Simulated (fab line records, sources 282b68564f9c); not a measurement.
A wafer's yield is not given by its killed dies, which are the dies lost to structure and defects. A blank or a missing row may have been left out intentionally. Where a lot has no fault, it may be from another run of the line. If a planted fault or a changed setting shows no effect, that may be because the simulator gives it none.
fab line records | flow rit_cmos
record lots=5 | wafers=15 | last_day=7
route steps=202 shown NRETRO@55 PRETRO@64 M1@202
lots untouched by any fault: they come from a run of this same line in which no faults occurred
start_h: the number of hours between the record's first day and the start of the first shown wafer of the lot | wait_h: hours elapsed since this lot's preceding step | " identical to the entry in the row above | L1.1+2: one row covering several wafers at once | - no value, or no start given | * or withheld: withheld | < > ~ a bound
route shown NAME@n: names a module that has steps shown in the file, with the first one's number in the route | usual: mean/standard deviation taken from wafers without a fault | same: alike in all rows | chamber/n: place in a boat | sites: the reading at each site | _std_site: their standard deviation | _edge_site: inner sites' mean taken away from outer sites' mean | radius_mm: how far each site lies from the wafer's centre | mask NAME#n: copy n | behind: the tool/chamber that last shaped the wafer | hold: why the lot was held/for how many hours/how that ended | device: transistor that didn't switch, given as n, p or np | end of line: the route-end tests of the same wafers | where a step has no rows: the recipe by itself | killed: not the wafer's yield, but the dies lost to structure and defects at the first sort | map: dies across one wafer; x = killed, . = not, _ = none there
set.NAME: the setting that was run; set.NAME@STEP: the one run at that earlier step | model.NAME: the simulator's own value behind a step, which no gauge read
certain route steps with their lots: each step a table, each wafer a row
services: a tool's chamber out of use, with start hour (start_h, from the record's first day; less than 0 if before it), hours out, and reason
## steps
# step RIT_NRETRO_SOFTBAKE_02
# recipe resist=NOVOLAK | temp_c=90 | time_s=60
# step RIT_NRETRO_EXPOSE_03
# recipe mask_id=M4 | na=0.57 | target_cd_nm=43900 | dose_mj=250
# step RIT_NRETRO_PEB_04
# recipe resist=NOVOLAK | temp_c=withheld | time_s=withheld
# step RIT_NRETRO_DEVELOP_05
# recipe resist=NOVOLAK | develop_time_s=68 | dev_temp_c=23
# step RIT_NRETRO_OVL_MEAS_06
# usual NRETRO_OVL=0.1/1.3
lot.wafer | tool       | chamber | start_h | wait_h | NRETRO_OVL[nm]
L334.1    | overlay-01 | -       | 49.97   | -      | -0.4
L334.2    | "          | -       | "       | "      | -1.2
L334.6    | "          | -       | "       | "      | -1.3
L338.3    | overlay-01 | -       | 70.45   | -      | 0.8
L338.4    | "          | -       | "       | "      | 1.8
L338.6    | "          | -       | "       | "      | 0.1
L346.1    | overlay-02 | -       | 109.48  | -      | 0.1
L346.5    | "          | -       | "       | "      | 0.1
L346.6    | "          | -       | "       | "      | 1.1
L349.3    | overlay-02 | -       | 123.69  | -      | 0.1
L349.4    | "          | -       | "       | "      | -1.2
L349.6    | "          | -       | "       | "      | -0.3
L353.1    | overlay-02 | -       | 147.87  | -      | 0.2
L353.5    | "          | -       | "       | "      | -0.3
L353.6    | "          | -       | "       | "      | 0.0
# step RIT_NRETRO_HARDBAKE_07
# recipe resist=NOVOLAK | temp_c=140 | time_s=120
# step RIT_NRETRO_IMPLANT_08
# recipe species=P | energy_kev=68.66 | dose_cm2=1e+13 | tilt_deg=7
# step RIT_NRETRO_STRIP_09
# recipe chemistry=O2 | time_s=180 | resist=NOVOLAK | platen_temp_c=withheld | power_w=500 | pressure_mtorr=4000 | o2_flow_sccm=4000
# usual drypump_motor_current_A=5.5/0.6 | rf_refl_power_W=8.4/1.3
lot.wafer | tool            | chamber | start_h | wait_h | drypump_motor_current_A | rf_hours_counter_h | rf_refl_power_W
L334.1    | plasma_asher-01 | 1       | 50.41   | 0.1    | 6.0                     | 43                 | 6.9
L334.2    | "               | 0       | "       | "      | 6.0                     | 43                 | 8.8
L334.6    | "               | 1       | "       | "      | 6.0                     | -                  | 6.8
L338.3    | plasma_asher-02 | 1       | 70.93   | 0.1    | 5.5                     | -                  | 9.5
L338.4    | "               | 0       | "       | "      | 4.7                     | -                  | 9.0
L338.6    | "               | 0       | "       | "      | 4.7                     | -                  | 9.1
L346.1    | plasma_asher-04 | 0       | 109.92  | 0.1    | 6.3                     | 50                 | 6.6
L346.5    | "               | 0       | "       | "      | 6.3                     | -                  | 6.6
L346.6    | "               | 1       | "       | "      | 4.9                     | -                  | 8.5
L349.3    | plasma_asher-01 | 0       | 124.17  | 0.1    | 5.9                     | -                  | 8.5
L349.4    | "               | 1       | "       | "      | 6.1                     | -                  | 6.2
L349.6    | "               | 0       | "       | "      | 6.0                     | -                  | 8.9
L353.1    | plasma_asher-02 | 0       | 148.31  | 0.1    | 4.7                     | 37                 | 9.1
L353.5    | "               | 1       | "       | "      | 5.5                     | -                  | 9.9
L353.6    | "               | 0       | "       | "      | 4.7                     | -                  | 9.0
# step RIT_NRETRO_TW_MEAS_10
# usual NRETRO_TW=1044/13
lot.wafer | tool          | chamber | start_h | wait_h | NRETRO_TW
L334.1    | film_metro-01 | -       | 50.58   | 0.1    | 1028
L334.2    | "             | -       | "       | "      | 1028
L334.6    | "             | -       | "       | "      | 1019
L338.3    | film_metro-01 | -       | 71.07   | 0.1    | 1026
L338.4    | "             | -       | "       | "      | 1027
L338.6    | "             | -       | "       | "      | 1025
L346.1    | film_metro-01 | -       | 110.09  | 0.1    | 1031
L346.5    | "             | -       | "       | "      | 1029
L346.6    | "             | -       | "       | "      | 1026
L349.3    | film_metro-03 | -       | 124.31  | 0.1    | 1058
L349.4    | "             | -       | "       | "      | 1053
L349.6    | "             | -       | "       | "      | 1054
L353.1    | film_metro-02 | -       | 148.48  | 0.1    | 1053
L353.5    | "             | -       | "       | "      | 1053
L353.6    | "             | -       | "       | "      | 1050
# step RIT_PRETRO_HMDS_00
# recipe prime_time_s=60 | prime_temp_c=140
# step RIT_PRETRO_COAT_01
# recipe resist=NOVOLAK | spin_rpm=2000 | resist_thk_nm=1300
# step RIT_PRETRO_SOFTBAKE_02
# recipe resist=NOVOLAK | temp_c=90 | time_s=60
# step RIT_PRETRO_EXPOSE_03
# recipe mask_id=M5 | na=0.57 | target_cd_nm=43700 | dose_mj=250
# usual reticle_temp_C=23.00/0.1
lot.wafer | tool             | chamber | start_h | wait_h | mask    | reticle_temp_C
L334.1    | iline_stepper-02 | 0       | 51.09   | 0.1    | M5#0    | 22.96
L334.2    | "                | 0       | "       | "      | M5#0    | 22.85
L334.6    | "                | 0       | "       | "      | M5#0    | 22.94
L338.3    | iline_stepper-01 | 0       | 71.60   | 0.1    | M5#0    | 23.09
L338.4    | "                | 0       | "       | "      | M5#0    | 23.09
L338.6    | "                | 0       | "       | "      | M5#0    | 23.01
L346.1    | iline_stepper-01 | 0       | 110.60  | 0.1    | M5_R1#0 | 23.06
L346.5    | "                | 0       | "       | "      | M5_R1#0 | 22.93
L346.6    | "                | 0       | "       | "      | M5_R1#0 | 22.85
L349.3    | iline_stepper-02 | 0       | 124.84  | 0.1    | M5#0    | 23.00
L349.4    | "                | 0       | "       | "      | M5#0    | 23.01
L349.6    | "                | 0       | "       | "      | M5#0    | 23.05
L353.1    | iline_stepper-01 | 0       | 148.99  | 0.1    | M5#0    | 23.03
L353.5    | "                | 0       | "       | "      | M5#0    | 22.95
L353.6    | "                | 0       | "       | "      | M5#0    | 22.90
# step RIT_PRETRO_PEB_04
# recipe resist=NOVOLAK | temp_c=withheld | time_s=withheld
# step RIT_M1_PROBE_99
# usual killed_at_contacts=0.0/0.2 | killed_at_front_end=7/3.1 | killed_dies=7/3.1 | killed_on_rim=1.9/1.4 | killed_open=3.5/1.9 | killed_short=3.6/2.1
# same gross_dies=264 | killed_at_M0_to_M3=0 | killed_at_M4_up=0 | killed_at_back_side=0 | killed_at_other=0
lot.wafer | tool      | chamber | start_h | wait_h | killed_at_contacts | killed_at_front_end | killed_dies | killed_on_rim | killed_open | killed_short | model.etest.retro_edge_nmos.off_log10_a_um
L334.1    | prober-02 | -       | 78.49   | 0.1    | 0                  | 7                   | 7           | 4             | 3           | 4            | -10.24
L334.2    | prober-02 | -       | 78.54   | 0.1    | 0                  | 7                   | 7           | 1             | 4           | 3            | -10.21
L334.6    | prober-02 | -       | 78.74   | 0.2    | 0                  | 9                   | 9           | 2             | 3           | 6            | -10.12
L338.3    | prober-02 | -       | 98.29   | 0.2    | 0                  | 6                   | 6           | 2             | 3           | 3            | -10.09
L338.4    | prober-02 | -       | 98.34   | 0.2    | 0                  | 5                   | 5           | 1             | 3           | 2            | -9.97
L338.6    | prober-02 | -       | 98.44   | 0.2    | 0                  | 10                  | 10          | 1             | 5           | 5            | -10.15
L346.1    | prober-02 | -       | 137.40  | 0.1    | 0                  | 7                   | 7           | 3             | 7           | 0            | -7.753
L346.5    | prober-02 | -       | 137.60  | 0.2    | 0                  | 5                   | 5           | 1             | 4           | 1            | -7.848
L346.6    | prober-02 | -       | 137.65  | 0.2    | 0                  | 4                   | 4           | 1             | 2           | 2            | -8.033
L349.3    | prober-01 | -       | 153.54  | 0.2    | 0                  | 8                   | 8           | 0             | 4           | 4            | -10.29
L349.4    | prober-01 | -       | 153.59  | 0.2    | 0                  | 7                   | 7           | 2             | 3           | 4            | -10.41
L349.6    | prober-01 | -       | 153.69  | 0.2    | 0                  | 4                   | 4           | 1             | 3           | 1            | -10.15
L353.1    | prober-01 | -       | 176.41  | 0.1    | 0                  | 5                   | 5           | 1             | 2           | 3            | -10.38
L353.5    | prober-01 | -       | 176.61  | 0.2    | 1                  | 11                  | 12          | 2             | 7           | 5            | -10.64
L353.6    | prober-01 | -       | 176.66  | 0.2    | 0                  | 4                   | 4           | 1             | 2           | 2            | -10.85
# killed by level:class
L334.1 GATE:geometric_particle:short=2 REOX:geometric_particle:open=2 FOX2:geometric_particle:open=1 REOX:geometric_particle:short=1 SILICIDE:geometric_particle:short=1
L334.2 FOX1:geometric_particle:open=2 GATE:geometric_particle:short=2 FOX2:geometric_particle:open=1 REOX:geometric_particle:open=1 REOX:geometric_particle:short=1
L334.6 FOX1:geometric_particle:short=2 GATE:geometric_particle:short=2 GATE:geometric_particle:open=2 FOX1:geometric_particle:open=1 REOX:geometric_particle:short=1 SILICIDE:geometric_particle:short=1
L338.3 FOX1:geometric_particle:open=1 FOX1:geometric_particle:short=1 FOX2:geometric_particle:short=1 GATE:geometric_particle:open=1 REOX:geometric_particle:short=1 REOX:geometric_particle:open=1
L338.4 SPACER:geometric_particle:open=2 GATE:geometric_particle:open=1 GATE:geometric_particle:short=1 SPACER:geometric_particle:short=1
L338.6 GATE:geometric_particle:short=5 GATE:geometric_particle:open=2 REOX:geometric_particle:open=2 FOX1:geometric_particle:open=1
L346.1 FOX1:geometric_particle:open=3 SILICIDE:geometric_particle:open=3 GATE:geometric_particle:open=1
L346.5 GATE:geometric_particle:open=2 FOX1:geometric_particle:open=1 FOX2:geometric_particle:open=1 SILICIDE:geometric_particle:short=1
L346.6 GATE:geometric_particle:open=2 FOX1:geometric_particle:short=1 GATE:geometric_particle:short=1
L349.3 SPACER:geometric_particle:short=3 SILICIDE:geometric_particle:open=3 FOX2:geometric_particle:short=1 GATE:geometric_particle:open=1
L349.4 REOX:geometric_particle:open=3 GATE:geometric_particle:short=2 REOX:geometric_particle:short=1 SILICIDE:geometric_particle:short=1
L349.6 REOX:geometric_particle:open=2 FOX2:geometric_particle:open=1 REOX:geometric_particle:short=1
L353.1 GATE:geometric_particle:open=1 GATE:geometric_particle:short=1 SPACER:geometric_particle:short=1 SILICIDE:geometric_particle:short=1 SILICIDE:geometric_particle:open=1
L353.5 GATE:geometric_particle:open=3 REOX:geometric_particle:short=2 SILICIDE:geometric_particle:open=2 FOX1:geometric_particle:short=1 FOX1:geometric_particle:open=1 GATE:geometric_particle:short=1 SILICIDE:geometric_particle:short=1 CONTACT:geometric_particle:open=1
L353.6 FOX1:geometric_particle:short=1 REOX:geometric_particle:short=1 REOX:geometric_particle:open=1 SILICIDE:geometric_particle:open=1
## services
tool             | chamber | start_h | hours | kind
iline_stepper-02 | -       | 34.93   | 1.7   | pm
plasma_asher-02  | -       | 50.59   | 2.3   | repair
plasma_asher-01  | -       | 60.14   | 2.8   | pm
plasma_asher-02  | -       | 77.20   | 0.7   | repair
plasma_asher-02  | -       | 78.69   | 1.6   | repair
plasma_asher-02  | -       | 88.25   | 2.5   | repair
iline_stepper-01 | 0       | 101.34  | -     | calibration
iline_stepper-01 | -       | 144.69  | 2.1   | pm
iline_stepper-01 | -       | 146.78  | -     | consumable_replace:lamp
## key
first_sign step=RIT_PRETRO_EXPOSE_03 | reading=mask | direction=changed
effect none on later readings
model_effect step=RIT_M1_PROBE_99 | value=etest.retro_edge_nmos.off_log10_a_um | without=-9.864 | struck=-7.878
met_at RIT_PRETRO_EXPOSE_03
struck_wafers L346.1,L346.5,L346.6
tester_left_out L346
onset_between 71.60 110.60
fault kind=wrong_mask | tool=any | chamber=- | onset_h=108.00 | steps=RIT_PRETRO_EXPOSE_03 | aux_copy=M5_R1#0 | cd_offset_nm=-350 | scope=struck_lots_only
# tester_left_out: of these lots the tester's yield and bins aren't shown, on N5 and GAA mostly nor the transistor test; their killed dies are dies lost to structure and defects alone, not to doping, threshold or leakage, so they don't give the yield
